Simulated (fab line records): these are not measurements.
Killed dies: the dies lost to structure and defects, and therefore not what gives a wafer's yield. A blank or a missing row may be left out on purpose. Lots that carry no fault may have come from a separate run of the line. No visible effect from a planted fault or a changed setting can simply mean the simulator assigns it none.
Which of the tools did it? | flow berkeley cmos170 | 42 wafers from 14 lots sampled at 5 of the route's 331 steps

WHAT THE GAUGES SHOWED, per wafer
UCB170_PWELL_TW_MEAS_17. Usual: for PWELL_TW the level is 383 and the standard deviation is 5.1.
lot  | measured    | on            | PWELL_TW    | flag
L515 | day 2 22:26 | film metro-04 | 378 379 381 |
L516 | day 3 02:14 | film metro-02 | 393 391 393 |
L518 | day 3 14:25 | film metro-04 | 381 380 382 |
L517 | day 3 14:41 | film metro-02 | 391 390 388 |
L519 | day 3 14:59 | film metro-04 | 380 384 380 |
L520 | day 3 22:23 | film metro-04 | 381 383 380 |
L522 | day 4 13:59 | film metro-02 | 391 393 391 |
L521 | day 4 14:14 | film metro-03 | 381 380 380 |
L531 | day 6 10:53 | film metro-04 | 382 381 381 |
L534 | day 6 21:56 | film metro-03 | 380 381 381 |
L535 | day 7 06:26 | film metro-04 | 380 378 380 |
L537 | day 7 16:21 | film metro-02 | 390 391 391 |
L538 | day 7 16:36 | film metro-03 | 378 379 378 |
L536 | day 7 16:49 | film metro-04 | 383 381 380 |

UCB170_SPACER_THK_MEAS_01. Usual: for SPACER_TEOS_THK the level is 378 nm and the standard deviation is 4.5.
lot  | measured     | on            | SPACER_TEOS_THK (nm) | flag
L515 | day 5 22:56  | film metro-04 | 374 375 376          |
L516 | day 5 23:41  | film metro-01 | 383 384 381          |
L518 | day 6 18:35  | film metro-03 | 368 377 380          |
L517 | day 6 18:31  | film metro-04 | 379 380 383          |
L519 | day 6 18:32  | film metro-03 | 373 379 385          |
L520 | day 7 08:47  | film metro-04 | 371 376 380          |
L522 | day 7 15:58  | film metro-03 | 382 382 385          |
L521 | day 7 16:07  | film metro-01 | 374 367 375          |
L531 | day 10 07:26 | film metro-03 | 376 376 377          |
L534 | day 10 07:16 | film metro-04 | 247 373 379          | OFF
L535 | day 10 18:32 | film metro-03 | 377 259 381          | OFF
L537 | day 11 03:13 | film metro-01 | 373 382 386          |
L538 | day 11 02:11 | film metro-04 | 372 380 376          |
L536 | day 11 03:04 | film metro-04 | 370 376 385          |

UCB170_V1_THK_MEAS_01. Usual: for V1_TEOS_THK the level is 1995 nm and the standard deviation is 25.
lot  | measured     | on            | V1_TEOS_THK (nm) | flag
L515 | day 7 03:20  | film metro-01 | 2002 2055 2056   |
L516 | day 7 03:12  | film metro-04 | 2015 2047 2017   |
L518 | day 7 15:45  | film metro-04 | 1957 2002 2000   |
L517 | day 7 15:45  | film metro-01 | 1942 1943 1972   |
L519 | day 7 15:46  | film metro-03 | 1957 1968 2013   |
L520 | day 8 12:21  | film metro-03 | 1989 1991 2014   |
L522 | day 8 12:22  | film metro-04 | 1978 1999 1986   |
L521 | day 8 12:21  | film metro-01 | 1997 2005 2024   |
L531 | day 11 03:57 | film metro-01 | 1993 1981 2014   |
L534 | day 11 03:47 | film metro-04 | 2000 1987 2015   |
L535 | day 11 17:02 | film metro-03 | 1988 1955 1999   |
L537 | day 12 00:38 | film metro-03 | 1938 2006 1994   |
L538 | day 12 00:28 | film metro-04 | 1968 1960 1999   |
L536 | day 12 00:28 | film metro-01 | 1959 1973 2015   |

WHAT TOOL EACH LOT RAN ON (gives the tool, then ch and the chambers of the sampled wafers, and finally the start)
lot  | UCB170_SPACER_CVD_00            | UCB170_SPACER_ETCHBACK_03
L515 | pecvd-02 ch 0,1,2, day 5 22:53  | rie diel-03 ch 0,1, day 6 06:07
L516 | pecvd-01 ch 0,1,2, day 5 23:38  | rie diel-03 ch 0,1, day 6 06:11
L518 | pecvd-01 ch 1,2, day 6 18:31    | rie diel-03 ch 0,1, day 6 21:46
L517 | pecvd-03 ch 0,1,2, day 6 18:28  | rie diel-01 ch 0,2,3, day 6 21:46
L519 | pecvd-01 ch 0,1,2, day 6 18:28  | rie diel-04 ch 0,2,3, day 6 21:46
L520 | pecvd-02 ch 0,1, day 7 08:44    | rie diel-01 ch 0,1,3, day 7 12:13
L522 | pecvd-03 ch 0,1,2, day 7 15:55  | rie diel-04 ch 0,1,3, day 7 21:31
L521 | pecvd-02 ch 0,2, day 7 16:04    | rie diel-03 ch 0,2,3, day 7 21:31
L531 | pecvd-03 ch 0,1,2, day 10 07:23 | rie diel-04 ch 1,2, day 10 11:07
L534 | pecvd-01 ch 0,1, day 10 07:13   | rie diel-04 ch 1,2, day 10 08:56
L535 | pecvd-01 ch 0,1, day 10 18:29   | rie diel-01 ch 2,3, day 10 23:05
L537 | pecvd-02 ch 1,2, day 11 03:10   | rie diel-03 ch 0,1,2, day 11 05:14
L538 | pecvd-03 ch 0,2, day 11 02:07   | rie diel-03 ch 1,2,3, day 11 05:10
L536 | pecvd-03 ch 0,2, day 11 02:59   | rie diel-04 ch 0,1,2, day 11 05:10
- UCB170_SPACER_CVD_00: deposits SiO2 from TEOS/O2, target thk 376 nm, time 47 s.
- UCB170_SPACER_ETCHBACK_03: etches SiO2 in CHF3/CF4/Ar, stops on Si, target depth 376 nm, time 100 s.

WHAT THE TOOLS THEMSELVES READ (means of the sampled wafers that have a number; where no wafer has one, the mark that the record gives instead)
UCB170_SPACER_CVD_00. Usual: heater power w reads 275 W (standard deviation 56).
lot  | tool     | heater power w (W) | flag
L515 | pecvd-02 | 267                |
L516 | pecvd-01 | 322                |
L518 | pecvd-01 | 299                |
L517 | pecvd-03 | 286                |
L519 | pecvd-01 | 303                |
L520 | pecvd-02 | 268                |
L522 | pecvd-03 | 273                |
L521 | pecvd-02 | 250                |
L531 | pecvd-03 | 269                |
L534 | pecvd-01 | 314                |
L535 | pecvd-01 | 321                |
L537 | pecvd-02 | 217                |
L538 | pecvd-03 | 246                |
L536 | pecvd-03 | 300                |

UCB170_SPACER_ETCHBACK_03. Usual: drypump motor current A 5.6 A, standard deviation 0.52; oes product au 0.898 a.u., standard deviation 0.014; throttle valve pct 6.52 %, standard deviation 0.14.
lot  | tool        | drypump motor current A (A) | oes product au (a.u.) | throttle valve pct (%) | flag
L515 | rie diel-03 | 6.0                         | 0.884                 | 6.36                   |
L516 | rie diel-03 | 5.9                         | 0.903                 | 6.36                   |
L518 | rie diel-03 | 6.0                         | 0.888                 | 6.36                   |
L517 | rie diel-01 | 5.4                         | 0.908                 | 6.58                   |
L519 | rie diel-04 | 5.7                         | 0.904                 | 6.56                   |
L520 | rie diel-01 | 5.4                         | 0.893                 | 6.59                   |
L522 | rie diel-04 | 5.2                         | 0.916                 | 6.57                   |
L521 | rie diel-03 | 5.8                         | 0.896                 | 6.44                   |
L531 | rie diel-04 | 5.9                         | 0.900                 | 6.69                   |
L534 | rie diel-04 | 5.3                         | 0.822                 | 6.68                   | OFF
L535 | rie diel-01 | 5.7                         | 0.842                 | 6.58                   | OFF
L537 | rie diel-03 | 5.9                         | 0.891                 | 6.46                   |
L538 | rie diel-03 | 5.7                         | 0.898                 | 6.41                   |
L536 | rie diel-04 | 5.6                         | 0.901                 | 6.62                   |

THE ANSWER, worked out from the rows above alone
Rule: a lot is off if the mean of its wafers that have a number lies more than 3 standard deviations from the usual mean. Also off: a lot with no number at a reading for which 4 or more lots have one. Any other lot the step has rows for is counted as sound. Order of review: gauges by route order, followed by the tools' own readings, for which a lot's mean as printed above is used. The first step at which some lot is off is used, and at that step the reading that is off furthest; a lot without a number counts as furthest.
Off: at UCB170_SPACER_THK_MEAS_01 (SPACER_TEOS_THK), L534, L535.
A tool fits if, at a process step before that reading, it ran every lot that is off, and no sound lot after the first of them. Not tried: the gauges at UCB170_SPACER_THK_MEAS_01; whatever is off there is also off at UCB170_SPACER_ETCHBACK_03, on other tools, and gauge error can't account for it. One fits: UCB170_SPACER_CVD_00 on pecvd-01. A fault onset in the window from L518 (day 6 18:31, its last sound lot) to L534 (day 10 07:13, its first lot off) fits.

WHAT THE SIMULATOR PUT IN
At UCB170_SPACER_CVD_00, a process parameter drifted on pecvd-01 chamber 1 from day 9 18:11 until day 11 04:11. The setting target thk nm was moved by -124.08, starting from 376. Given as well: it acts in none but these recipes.
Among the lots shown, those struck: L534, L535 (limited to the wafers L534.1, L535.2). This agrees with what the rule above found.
